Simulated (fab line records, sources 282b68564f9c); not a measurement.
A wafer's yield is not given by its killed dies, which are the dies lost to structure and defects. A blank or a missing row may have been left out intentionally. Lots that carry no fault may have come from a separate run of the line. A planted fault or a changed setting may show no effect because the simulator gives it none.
The tool behind it: which one? -- flow rit cmos -- Sampling: 7 lots, 21 wafers, 2 of 202 route steps

## WHAT THE GAUGES SHOWED, per wafer
RIT_NSD_TW_MEAS_10.
lot,measured,on,NSD_TW
L690,day 3 09:54,film metro-03,3040 3043 3034
L692,day 3 19:24,film metro-03,3034 3029 3029
L694,day 4 07:02,film metro-04,3130 3104 3129
L696,day 4 13:43,film metro-03,3009 3025 3012
L698,day 5 06:46,film metro-04,3119 3121 3114
L706,day 6 16:41,film metro-02,2847 2837 2862
L710,day 7 10:36,film metro-03,3039 3027 3047

## WHAT TOOL EACH LOT RAN ON (gives the tool, then ch and the chambers of the sampled wafers, and finally the start)
lot,RIT_NSD_IMPLANT_08
L690,"implanter-02 ch 0, day 3 09:35"
L692,"implanter-03 ch 0, day 3 19:05"
L694,"implanter-04 ch 0, day 4 06:45"
L696,"implanter-03 ch 0, day 4 13:26"
L698,"implanter-03 ch 0, day 5 06:27"
L706,"implanter-03 ch 0, day 6 16:23"
L710,"implanter-04 ch 0, day 7 10:17"
- RIT_NSD_IMPLANT_08

## THE ANSWER, worked out from the rows above alone
Rule: the usual values come from the lots themselves. The widest of any qualifying gaps counts: lots, ordered by their means at a reading, are off when they make up no more than a third of the lots, leave a main group of 4 or more, and stand apart from it by 3 or more times the standard deviation of that group's means. If all means in a main group match to the digits the tables above print for the reading, that group is not used. A lot without any number at a reading at which 4 lots or more have one is off too. The other lots that the step has rows for count as sound.
Off: L706, seen at RIT_NSD_TW_MEAS_10 (NSD_TW). For the main group the mean is 3060 and the standard deviation 43.
A tool fits if, at a process step before that reading, it ran every lot that is off, and no sound lot after the first of them. Gauges at RIT_NSD_TW_MEAS_10: tried the same way as those tools. 2 tools fit, implanter-03 at RIT_NSD_IMPLANT_08 and film metro-02 at RIT_NSD_TW_MEAS_10, so this cannot tell which one it is.

## WHAT THE SIMULATOR HAD INSERTED
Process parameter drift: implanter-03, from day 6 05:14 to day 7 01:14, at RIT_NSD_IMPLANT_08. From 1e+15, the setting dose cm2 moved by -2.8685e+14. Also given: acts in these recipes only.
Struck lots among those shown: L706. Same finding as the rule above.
